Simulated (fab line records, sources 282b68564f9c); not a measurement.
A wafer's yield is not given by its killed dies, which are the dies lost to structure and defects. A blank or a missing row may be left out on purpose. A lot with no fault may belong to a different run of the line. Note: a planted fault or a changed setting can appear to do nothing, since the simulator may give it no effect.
A lot that was struck, set against a sound lot + flow rit cmos + 20 steps out of a route of 202
Sound: these wafers, L442.2, L442.4, L442.6. Wafers struck: L449.2, L449.4, L449.6. At the end, the cause is stated.
Order at every step that has rows: each side's tool, ch and its chambers, its first start. Under that, the readings that differ: sound wafers + struck wafers + difference of the means + sigmas: that difference in standard deviations of wafers without a fault.
alike: readings with means less than 2 such deviations apart, plus words and numbers identical on both sides. not compared: withheld readings, readings lacking a value on some wafer, bounds such as >300 that could conceal the same value, and numbers that have no deviation in the record and whose values overlap.
The two part at a step that has a row with sigmas, a row that says differs or no value, or rows on one side only. Numbers that have no deviation but don't overlap get no sigmas and don't part them. Lack of a reading on every wafer of one side parts them only where that side has two or more wafers.

first, 2 steps without rows for these wafers: RIT_NWELL_HARDBAKE_07 (time 120 s); RIT_NWELL_IMPLANT_08.
RIT_NWELL_STRIP_09: strips in O2, time 180 s.
  sound on plasma asher-01 ch 0,1, day 3 18:35; struck on plasma asher-03 ch 1, day 5 06:03
| reading                        | sound          | struck         | difference | sigmas |
|--------------------------------|----------------|----------------|------------|--------|
| chamber pressure mTorr (mTorr) | 3996 4001 3990 | 4002 4011 4002 | +9         | +2     |
  alike: drypump motor current A
  not compared: rf hours counter h
RIT_NWELL_TW_MEAS_10:
  sound on film metro-02, day 3 18:46; struck on film metro-01, day 5 06:14
  alike: NWELL_TW
then, 6 steps without rows for these wafers: RIT_PWELL_HMDS_00 (prime time 60 s); RIT_PWELL_COAT_01 (resist thk 1300 nm); RIT_PWELL_SOFTBAKE_02 (time 60 s); RIT_PWELL_EXPOSE_03 (exposes mask M3, target cd 43700 nm); RIT_PWELL_PEB_04; RIT_PWELL_DEVELOP_05 (develop time 68 s).
RIT_PWELL_OVL_MEAS_06:
  sound on overlay-02, day 3 19:49; struck on overlay-01, day 5 07:10
  alike: PWELL_OVL
then, 1 step without rows for these wafers: RIT_PWELL_HARDBAKE_07 (time 120 s).
RIT_PWELL_IMPLANT_08:
  sound on implanter-02 ch 0, day 3 20:08; struck on implanter-04 ch 0, day 5 07:29
| reading            | sound                         | struck                        | difference | sigmas      |
|--------------------|-------------------------------|-------------------------------|------------|-------------|
| dose ions cm2      | 7.003e+13 7.001e+13 6.998e+13 | 7.704e+13 7.705e+13 7.697e+13 | +7.013e+12 | +99 or more |
| faraday current uA | 220 219 230                   | 243 239 247                   | +20        | +4          |
  alike: beam on s, tilt deg
RIT_PWELL_STRIP_09: strips in O2, time 180 s.
  sound on plasma asher-01 ch 0, day 3 20:15; struck on plasma asher-01 ch 0,1, day 5 07:36
  alike: chamber pressure mTorr, drypump motor current A
  not compared: rf hours counter h
RIT_PWELL_TW_MEAS_10:
  sound on film metro-03, day 3 20:26; struck on film metro-01, day 5 07:47
| reading  | sound       | struck      | difference | sigmas |
|----------|-------------|-------------|------------|--------|
| PWELL_TW | 953 949 946 | 991 987 983 | +38        | +8     |
then, 1 step without rows for these wafers: RIT_WELLDRIVE_ANNEAL_00 (time 14700 s).
RIT_WELLDRIVE_RS_MEAS_01: uses a four-point probe to measure.
  sound on film metro-03, day 4 02:35; struck on film metro-03, day 5 13:42
  alike: NWELL_RS
RIT_WELLDRIVE_RS_MEAS_02: uses a four-point probe to measure.
  sound on film metro-03, day 4 02:42; struck on film metro-03, day 5 13:49
| reading           | sound             | struck            | difference | sigmas |
|-------------------|-------------------|-------------------|------------|--------|
| PWELL_RS (ohm/sq) | 430.2 429.9 428.9 | 404.8 403.9 405.0 | -25.1      | -25    |
then, 1 step without rows for these wafers: RIT_NRETRO_HMDS_00 (prime time 60 s).
RIT_M1_PROBE_99:
  sound on prober-01, day 5 11:56; struck on prober-02, day 6 23:43
| reading                                 | sound             | struck            | difference | sigmas |
|-----------------------------------------|-------------------|-------------------|------------|--------|
| model.etest.nmos_0p3.r on ohm um        | 2157 2155 2148    | 2206 2199 2226    | +57        |        |
| model.etest.pwell pinched.rs ohm sq     | 472.7 468.5 473.4 | 433.4 422.4 428.2 | -43.5      |        |
| model.etest.pwell.rs ohm sq             | 417.3 413.3 418.4 | 385.1 383.1 382.9 | -32.6      |        |
| model.etest.nmos turned.drive ua um     | 341.3 349.5 347.9 | 317.9 310.7 303.7 | -35.5      |        |
| model.etest.nmos narrow.drive ua um     | 231.8 236.4 236.5 | 217.5 209.9 210.8 | -22.2      |        |
| model.etest.nmos_0p3.drive ua um        | 229.9 233.4 232.9 | 215.5 210.8 211.7 | -19.4      |        |
| model.etest.well edge left.line ohm um  | 184.9 182.2 182.3 | 187.8 188.9 186.5 | +4.6       |        |
| model.etest.well edge right.line ohm um | 179.7 181.9 181.9 | 184 187.9 186     | +5         |        |
  alike: killed at contacts, killed at front end, killed dies, killed open, killed short

== WHERE THEY PART ==
At RIT_NWELL_STRIP_09 first; at RIT_WELLDRIVE_RS_MEAS_02 last (within this record only). Later steps at which nothing parts them and some readings are alike: RIT_M1_PROBE_99.

WHY: what the simulator had put in
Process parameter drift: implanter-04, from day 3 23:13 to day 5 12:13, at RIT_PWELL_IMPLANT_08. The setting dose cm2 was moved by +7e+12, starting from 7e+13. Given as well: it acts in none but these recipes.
